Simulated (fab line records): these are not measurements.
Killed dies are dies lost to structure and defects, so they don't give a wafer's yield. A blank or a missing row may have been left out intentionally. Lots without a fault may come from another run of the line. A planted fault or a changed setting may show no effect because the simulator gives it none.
Which tool was responsible?	flow berkeley-cmos170	45 wafers from 15 lots sampled at 4 of the route's 331 steps

## WHAT THE GAUGES SHOWED, per wafer
UCB170_CONTACT_THK_MEAS_02.
lot	measured	on	CONTACT_PSG_THK (nm)
L291	day 7 05:04	film-metro-03	699 698 700
L290	day 7 05:04	film-metro-02	713 714 718
L292	day 7 09:04	film-metro-01	696 703 697
L294	day 7 17:17	film-metro-01	696 698 696
L293	day 7 17:28	film-metro-03	701 704 703
L295	day 8 04:13	film-metro-01	697 696 691
L296	day 8 04:13	film-metro-03	691 693 699
L298	day 8 22:56	film-metro-03	696 698 698
L297	day 8 22:56	film-metro-01	705 711 703
L299	day 9 02:07	film-metro-03	701 704 703
L302	day 9 14:06	film-metro-01	699 701 706
L308	day 10 20:53	film-metro-03	579 577 586
L309	day 10 20:53	film-metro-01	578 578 575
L307	day 10 20:55	film-metro-02	580 577 582
L310	day 10 22:41	film-metro-01	566 565 561

## WHICH TOOL RAN EACH LOT (tool, then ch and the chambers of the sampled wafers, then the start)
lot	UCB170_BACKSIDE_STRIP_03	UCB170_SDANNEAL_RTA_00	UCB170_CONTACT_CVD_01
L291	plasma-asher-02 ch 0,1, day 7 01:22	rtp-anneal-01 ch 0, day 7 01:40	lpcvd-01 ch 0, day 7 03:16
L290	plasma-asher-01 ch 0,1, day 7 01:39	rtp-anneal-01 ch 0, day 7 01:55	lpcvd-01 ch 1, day 7 03:16
L292	plasma-asher-01 ch 0,1, day 7 05:51	rtp-anneal-01 ch 0, day 7 06:08	lpcvd-02 ch 1, day 7 07:17
L294	plasma-asher-02 ch 0,1, day 7 14:00	rtp-anneal-02 ch 0, day 7 14:17	lpcvd-01 ch 0, day 7 15:29
L293	plasma-asher-04 ch 0,1, day 7 14:04	rtp-anneal-01 ch 0, day 7 14:20	lpcvd-02 ch 0, day 7 15:41
L295	plasma-asher-02 ch 0, day 7 22:46	rtp-anneal-02 ch 0, day 7 23:11	lpcvd-02 ch 1, day 8 02:25
L296	plasma-asher-01 ch 0,1, day 7 23:20	rtp-anneal-01 ch 0, day 7 23:41	lpcvd-02 ch 1, day 8 02:25
L298	plasma-asher-04 ch 0,1, day 8 17:11	rtp-anneal-01 ch 0, day 8 17:28	lpcvd-02 ch 0, day 8 21:09
L297	plasma-asher-04 ch 0,1, day 8 18:01	rtp-anneal-02 ch 0, day 8 18:17	lpcvd-02 ch 0, day 8 21:09
L299	plasma-asher-01 ch 0,1, day 8 22:46	rtp-anneal-01 ch 0, day 8 23:02	lpcvd-02 ch 1, day 9 00:20
L302	plasma-asher-02 ch 0,1, day 9 10:53	rtp-anneal-02 ch 0, day 9 11:10	lpcvd-02 ch 0, day 9 12:17
L308	plasma-asher-04 ch 0,1, day 10 15:56	rtp-anneal-02 ch 0, day 10 16:14	lpcvd-02 ch 1, day 10 19:06
L309	plasma-asher-04 ch 0,1, day 10 16:13	rtp-anneal-02 ch 0, day 10 16:30	lpcvd-02 ch 1, day 10 19:06
L307	plasma-asher-02 ch 0,1, day 10 16:19	rtp-anneal-02 ch 0, day 10 16:40	lpcvd-02 ch 1, day 10 19:06
L310	plasma-asher-04 ch 0,1, day 10 18:36	rtp-anneal-02 ch 0, day 10 18:52	lpcvd-02 ch 0, day 10 20:53
- UCB170_BACKSIDE_STRIP_03: strips in O2.
- UCB170_SDANNEAL_RTA_00: time 10 s.
- UCB170_CONTACT_CVD_01: deposits PSG from SiH4/O2/PH3, target thk 700 nm, time 2820 s.

## AS READ BY THE TOOLS THEMSELVES (means over the sampled wafers that have a number; for cases with no such wafer, the mark the record gives instead)
UCB170_BACKSIDE_STRIP_03.
lot	tool	drypump-motor-current-A (A)	oes-product-au (a.u.)	strip-time-to-endpoint-s (s)
L291	plasma-asher-02	5.51	0.733	22.05
L290	plasma-asher-01	5.47	0.740	22.15
L292	plasma-asher-01	5.52	0.729	21.89
L294	plasma-asher-02	5.68	0.731	22.06
L293	plasma-asher-04	5.95	0.733	21.92
L295	plasma-asher-02	5.39	0.737	22.02
L296	plasma-asher-01	5.52	0.728	22.05
L298	plasma-asher-04	5.94	0.733	21.99
L297	plasma-asher-04	5.94	0.734	21.81
L299	plasma-asher-01	5.53	0.735	21.98
L302	plasma-asher-02	5.67	0.735	21.88
L308	plasma-asher-04	5.96	0.729	22.06
L309	plasma-asher-04	6.02	0.735	21.99
L307	plasma-asher-02	5.53	0.731	22.00
L310	plasma-asher-04	6.02	0.732	21.93

UCB170_SDANNEAL_RTA_00.
lot	tool	lamp-power-pct (%)	wafer_temp_C_max
L291	rtp-anneal-01	21.1	902.8
L290	rtp-anneal-01	21.1	903.8
L292	rtp-anneal-01	21.1	903.7
L294	rtp-anneal-02	24.9	904.1
L293	rtp-anneal-01	21.1	903.7
L295	rtp-anneal-02	24.9	905.3
L296	rtp-anneal-01	21.1	903.7
L298	rtp-anneal-01	21.1	903.8
L297	rtp-anneal-02	24.9	904.3
L299	rtp-anneal-01	21.1	903.2
L302	rtp-anneal-02	24.9	904.4
L308	rtp-anneal-02	24.9	903.7
L309	rtp-anneal-02	24.9	903.2
L307	rtp-anneal-02	24.9	903.6
L310	rtp-anneal-02	24.9	904.0

UCB170_CONTACT_CVD_01.
lot	tool	sih4-flow-sccm (sccm)	spike-tc-centre-C (C)	spike-tc-source-C (C)	susceptor-temp-C (C)
L291	lpcvd-01	60.03	454.5	470.1	449.71
L290	lpcvd-01	60.12	451.9	464.3	449.95
L292	lpcvd-02	59.98	451.8	470.8	450.05
L294	lpcvd-01	59.98	454.8	470.4	450.15
L293	lpcvd-02	59.85	450.6	468.5	450.04
L295	lpcvd-02	59.99	452.1	471.1	450.07
L296	lpcvd-02	59.95	451.2	470.9	450.25
L298	lpcvd-02	60.06	452.5	468.6	449.90
L297	lpcvd-02	60.08	452.7	469.1	449.69
L299	lpcvd-02	60.11	451.5	470.4	449.94
L302	lpcvd-02	60.25	451.8	469.3	449.91
L308	lpcvd-02	30.05	452.6	471.0	449.77
L309	lpcvd-02	30.07	451.8	470.7	450.14
L307	lpcvd-02	29.91	451.7	470.4	449.96
L310	lpcvd-02	29.99	452.0	468.6	450.14

## THE ANSWER, worked out from the rows above alone
Rule: the usual values come from the lots themselves. Put in order of their means at a reading, lots are off if they are a third of the lots or fewer, leave a main group of 4 or more, and stand apart from it by a gap of 3 or more times the standard deviation of the main group's means; of several such gaps the widest counts. The tables above print the reading to a certain number of digits; a main group whose means all agree to those digits is not used. Also off: a lot with no number at a reading for which 4 or more lots have one. Where the step has rows for the other lots, those lots are counted as sound. After the gauges, taken in route order, come the tools' own readings; for these a lot's mean is taken, as printed above. The first step at which some lot is off is used, and at that step the reading that is off furthest; a lot without a number counts as furthest.
Off: L308, L309, L307, L310, at UCB170_CONTACT_THK_MEAS_02 (CONTACT_PSG_THK). For the main group the mean is 701 nm and the standard deviation 5.7.
If a tool, at a process step before that reading, ran all the lots that are off and no sound lot after the first of them, it fits. The gauges at UCB170_CONTACT_THK_MEAS_02 aren't tried: what is off there is off at UCB170_CONTACT_CVD_01 too, on other tools, and a gauge's error can't cause that. 2 tools fit, rtp-anneal-02 at UCB170_SDANNEAL_RTA_00 and lpcvd-02 at UCB170_CONTACT_CVD_01, so this cannot tell which one it is.

## WHAT THE SIMULATOR PUT IN
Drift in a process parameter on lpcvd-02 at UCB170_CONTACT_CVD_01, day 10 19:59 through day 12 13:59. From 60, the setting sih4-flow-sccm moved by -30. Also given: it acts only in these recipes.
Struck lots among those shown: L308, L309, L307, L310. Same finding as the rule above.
